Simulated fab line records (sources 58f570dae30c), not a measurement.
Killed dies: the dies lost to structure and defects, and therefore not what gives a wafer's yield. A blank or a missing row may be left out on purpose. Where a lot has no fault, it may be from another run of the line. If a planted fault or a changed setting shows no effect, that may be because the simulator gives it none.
Problem report, 8D (eight disciplines) form, completed by code / flow berkeley-cmos170 / the parts of the form that need people (team, actions taken, sign-off) are left out

== 1. THE ISSUE ==
Across 6 wafers from 2 lots, V1_POLISHED_THK at UCB170_V1_THK_MEAS_04 averages 1249.7 nm, while fault-free wafers read 1000.0 nm with a standard deviation of 1.2. So: +99 or more standard deviations from the usual mean.
Earliest sighting: wafer L444.2 on film-metro-04 at day 11 18:02. The record has a number at this step for 42 wafers belonging to 14 lots. Rule for "out", or "out of limits": more than 4 standard deviations from the usual mean. Any other wafer with a number is counted as sound.

== 2. WHAT IT IS AND WHAT IT IS NOT ==
question=which readings at this step; is=V1_POLISHED_THK; is not=-
question=which lots; is=L444, L445; is not=L425, L426, L427, L428, L429, L430, L431, L432, L433, L434, L447, L448
question=which wafers of those lots; is=all that have a number; is not=-
question=read on which gauges; is=film-metro-02, film-metro-04; is not=film-metro-03
question=when; is=from day 11 18:02; is not=up to then (36 sound wafers)

== 3. WHAT RULES OUT EACH SUSPECT ==
Counting: a tool at any process step up to the reading remains a suspect when it ran all the lots that are out and ran no sound lot after the first of those.
- the gauge at UCB170_V1_THK_MEAS_04 has been ruled out. Those wafers that are out were read across 2 gauges (film-metro-02, film-metro-04).
- cmp-02 at UCB170_V1_CMP_02 (polishes SiO2): kept. It processed each lot that is out, first L444 at day 11 17:37, and no sound lot thereafter; up to then, the last sound lot it processed was L434 at day 10 00:19.
Left after counting: cmp-02 at UCB170_V1_CMP_02.

== 4. THE CAUSE (what the simulator had put in) ==
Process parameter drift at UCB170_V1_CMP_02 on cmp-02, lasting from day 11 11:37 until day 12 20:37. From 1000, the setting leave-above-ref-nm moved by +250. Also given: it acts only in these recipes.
Counting left only this tool.

== 5. THE CHAIN OF EFFECTS, in route order ==
Rows list readings where the struck wafers' mean (over those with a number) sits beyond 3 standard deviations from the usual. Scope: only readings with a usual standard deviation given in the record; hours: median across lots of the time from each lot's start at the first step in this table that gives one to its start at this step; sigmas: change in usual standard deviations.
hours=0; step=UCB170_V1_THK_MEAS_04; reading=V1_POLISHED_THK; usual=1000.0 nm; on struck wafers=1249.7; change=+249.7; sigmas=+99 or more
hours=5; step=UCB170_V1_ETCH_14; reading=oes-product-au; usual=0.867 a.u.; on struck wafers=0.989; change=+0.122; sigmas=+12
Its process steps:
- UCB170_V1_ETCH_14: etches SiO2 in CHF3/CF4/Ar, stops on Al, target depth 1250 nm, time 291 s.

== 6. WHAT WOULD HAVE CAUGHT IT SOONER ==
6 hours passed between the start of the fault at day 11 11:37 and the first reading out of limits at a measuring or inspecting step in this record, taken at day 11 18:02.
No tool reading at UCB170_V1_CMP_02 that has a usual standard deviation in the record was out on any struck wafer, so an alarm limit of 4 standard deviations on those readings would not have fired.
Lots out: 2; all had begun UCB170_V1_CMP_02 on cmp-02 by day 11 18:02. Tool hold at that time: it would have spared none of them.
